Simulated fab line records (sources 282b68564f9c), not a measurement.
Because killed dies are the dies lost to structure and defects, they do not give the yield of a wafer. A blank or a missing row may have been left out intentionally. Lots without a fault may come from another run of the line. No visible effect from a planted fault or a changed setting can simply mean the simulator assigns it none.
Which tool is to blame? :: flow rit-cmos :: 14 lots with 42 wafers sampled at 3 steps, on a route of 202 steps

WHAT THE GAUGES READ, wafer by wafer
RIT_PLDD_TW_MEAS_10.
lot: L482
measured: day 2 21:46
on: film-metro-03
PLDD_TW: 2372 2360 2370

lot: L483
measured: day 3 00:11
on: film-metro-02
PLDD_TW: 2313 2311 2298

lot: L484
measured: day 3 05:04
on: film-metro-03
PLDD_TW: 2356 2367 2388

lot: L485
measured: day 3 11:58
on: film-metro-04
PLDD_TW: 2323 2344 2341

lot: L487
measured: day 3 21:24
on: film-metro-03
PLDD_TW: 2372 2368 2359

lot: L488
measured: day 4 03:29
on: film-metro-03
PLDD_TW: 2355 2360 2351

lot: L492
measured: day 4 22:46
on: film-metro-02
PLDD_TW: 2287 2280 2303

lot: L493
measured: day 5 04:05
on: film-metro-03
PLDD_TW: 2361 2362 2360

lot: L495
measured: day 5 13:55
on: film-metro-02
PLDD_TW: 2602 2586 2592 2592 2584 2588

lot: L496
measured: day 5 21:15
on: film-metro-04
PLDD_TW: 2627 2630 2621 2622 2626 2621

lot: L500
measured: day 6 16:05
on: film-metro-04
PLDD_TW: 2349 2341 2348

lot: L501
measured: day 6 19:38
on: film-metro-04
PLDD_TW: 2355 2352 2343

lot: L504
measured: day 7 12:28
on: film-metro-03
PLDD_TW: 2362 2357 2362

lot: L505
measured: day 7 20:38
on: film-metro-04
PLDD_TW: 2327 2314 2328

RIT_SDANNEAL_RS_MEAS_06: a four-point-probe measurement.
lot: L482
measured: day 3 04:14
on: film-metro-03
PLDD_RS (ohm/sq): 178.2 178.9 178.8

lot: L483
measured: day 3 06:23
on: film-metro-02
PLDD_RS (ohm/sq): 178.5 179.1 178.8

lot: L484
measured: day 3 11:32
on: film-metro-02
PLDD_RS (ohm/sq): 178.7 178.8 178.6

lot: L485
measured: day 3 18:08
on: film-metro-03
PLDD_RS (ohm/sq): 178.9 177.8 178.3

lot: L487
measured: day 4 03:34
on: film-metro-04
PLDD_RS (ohm/sq): 179.1 179.0 178.7

lot: L488
measured: day 4 09:45
on: film-metro-03
PLDD_RS (ohm/sq): 178.8 179.9 179.2

lot: L492
measured: day 5 07:10
on: film-metro-03
PLDD_RS (ohm/sq): 178.7 178.9 178.7

lot: L493
measured: day 5 11:50
on: film-metro-03
PLDD_RS (ohm/sq): 178.8 178.8 178.7

lot: L495
measured: day 6 00:22
on: film-metro-04
PLDD_RS (ohm/sq): 156.3 155.7 155.8 156.4 155.9 156.2

lot: L496
measured: day 6 10:25
on: film-metro-03
PLDD_RS (ohm/sq): 156.1 155.7 156.2 156.0 155.8 155.8

lot: L500
measured: day 6 22:31
on: film-metro-03
PLDD_RS (ohm/sq): 178.4 178.8 178.9

lot: L501
measured: day 7 01:54
on: film-metro-03
PLDD_RS (ohm/sq): 179.5 179.8 179.4

lot: L504
measured: day 7 18:44
on: film-metro-03
PLDD_RS (ohm/sq): 179.2 179.5 179.5

lot: L505
measured: day 8 03:05
on: film-metro-04
PLDD_RS (ohm/sq): 178.5 178.3 179.0

WHICH TOOL RAN EACH LOT (tool, then ch and the chambers of the sampled wafers, then the start)
lot: L482
RIT_PLDD_IMPLANT_08: implanter-03 ch 0, day 2 21:28

lot: L483
RIT_PLDD_IMPLANT_08: implanter-03 ch 0, day 2 23:53

lot: L484
RIT_PLDD_IMPLANT_08: implanter-02 ch 0, day 3 04:44

lot: L485
RIT_PLDD_IMPLANT_08: implanter-01 ch 0, day 3 11:38

lot: L487
RIT_PLDD_IMPLANT_08: implanter-02 ch 0, day 3 21:05

lot: L488
RIT_PLDD_IMPLANT_08: implanter-03 ch 0, day 4 03:09

lot: L492
RIT_PLDD_IMPLANT_08: implanter-02 ch 0, day 4 22:26

lot: L493
RIT_PLDD_IMPLANT_08: implanter-03 ch 0, day 5 03:46

lot: L495
RIT_PLDD_IMPLANT_08: implanter-02 ch 0, day 5 13:35

lot: L496
RIT_PLDD_IMPLANT_08: implanter-02 ch 0, day 5 20:55

lot: L500
RIT_PLDD_IMPLANT_08: implanter-01 ch 0, day 6 15:45

lot: L501
RIT_PLDD_IMPLANT_08: implanter-03 ch 0, day 6 19:19

lot: L504
RIT_PLDD_IMPLANT_08: implanter-03 ch 0, day 7 12:10

lot: L505
RIT_PLDD_IMPLANT_08: implanter-03 ch 0, day 7 20:19
- RIT_PLDD_IMPLANT_08

WHAT THE TOOLS THEMSELVES READ (means of the sampled wafers that have a number; where no wafer has one, the mark that the record gives instead)
RIT_PLDD_IMPLANT_08.
lot: L482
tool: implanter-03
dose-ions-cm2: 8.999e+14
end-station-pressure-torr (Torr): 7.4e-06
faraday-current-uA: 2878

lot: L483
tool: implanter-03
dose-ions-cm2: 9.000e+14
end-station-pressure-torr (Torr): 7.8e-06
faraday-current-uA: 2835

lot: L484
tool: implanter-02
dose-ions-cm2: 9.004e+14
end-station-pressure-torr (Torr): 7.4e-06
faraday-current-uA: 2818

lot: L485
tool: implanter-01
dose-ions-cm2: 8.988e+14
end-station-pressure-torr (Torr): 7.4e-06
faraday-current-uA: 2829

lot: L487
tool: implanter-02
dose-ions-cm2: 9.007e+14
end-station-pressure-torr (Torr): 7.4e-06
faraday-current-uA: 2823

lot: L488
tool: implanter-03
dose-ions-cm2: 8.988e+14
end-station-pressure-torr (Torr): 7.1e-06
faraday-current-uA: 2852

lot: L492
tool: implanter-02
dose-ions-cm2: 8.999e+14
end-station-pressure-torr (Torr): 7.4e-06
faraday-current-uA: 2802

lot: L493
tool: implanter-03
dose-ions-cm2: 8.990e+14
end-station-pressure-torr (Torr): 7.2e-06
faraday-current-uA: 2787

lot: L495
tool: implanter-02
dose-ions-cm2: 1.499e+15
end-station-pressure-torr (Torr): 8.7e-06
faraday-current-uA: 4692

lot: L496
tool: implanter-02
dose-ions-cm2: 1.499e+15
end-station-pressure-torr (Torr): 8.2e-06
faraday-current-uA: 4770

lot: L500
tool: implanter-01
dose-ions-cm2: 9.001e+14
end-station-pressure-torr (Torr): 7.4e-06
faraday-current-uA: 2813

lot: L501
tool: implanter-03
dose-ions-cm2: 9.002e+14
end-station-pressure-torr (Torr): 7.8e-06
faraday-current-uA: 2893

lot: L504
tool: implanter-03
dose-ions-cm2: 9.008e+14
end-station-pressure-torr (Torr): 7.0e-06
faraday-current-uA: 2817

lot: L505
tool: implanter-03
dose-ions-cm2: 9.013e+14
end-station-pressure-torr (Torr): 7.0e-06
faraday-current-uA: 2810

THE ANSWER, worked out from the rows above alone
Rule: the lots themselves supply what counts as usual. Put in order of their means at a reading, lots are off if they are a third of the lots or fewer, leave a main group of 4 or more, and stand apart from it by a gap of 3 or more times the standard deviation of the main group's means; of several such gaps the widest counts. The tables above print the reading to a certain number of digits; a main group whose means all agree to those digits is not used. A lot without any number at a reading at which 4 lots or more have one is off too. All remaining lots with rows at the step are treated as sound. The gauges are gone through in route order, then the tools' own readings, and for those a lot's mean is taken as printed above. At the first step where some lot is off, the reading lying furthest off is the one used; lots without a number count as furthest.
Off: L495, L496, at RIT_PLDD_TW_MEAS_10 (PLDD_TW). The main group: mean 2344, standard deviation 25.
A tool fits if, at a process step before that reading, it ran every lot that is off, and no sound lot after the first of them. Not tried: the gauges at RIT_PLDD_TW_MEAS_10; whatever is off there is also off at RIT_PLDD_IMPLANT_08, on other tools, and gauge error can't account for it. One candidate fits, namely implanter-02 at RIT_PLDD_IMPLANT_08. Its last sound lot is L492 (day 4 22:26), its first lot that is off L495 (day 5 13:35): a fault that began between those two fits.
The tool's own readings at RIT_PLDD_IMPLANT_08 bear it out: on the lots that are off they differ by more than 5 times the standard deviation of the sound lots' means. dose-ions-cm2 reads 1.499e+15 there against 9.000e+14 on the sound lots; faraday-current-uA reads 4731 there against 2830 on the sound lots.

WHAT THE SIMULATOR PUT IN
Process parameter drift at RIT_PLDD_IMPLANT_08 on implanter-02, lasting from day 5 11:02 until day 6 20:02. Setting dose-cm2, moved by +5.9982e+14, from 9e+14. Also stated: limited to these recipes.
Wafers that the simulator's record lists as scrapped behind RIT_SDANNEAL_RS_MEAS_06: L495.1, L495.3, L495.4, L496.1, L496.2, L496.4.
Shown lots that were struck: L495, L496. The rule given above showed the same thing.
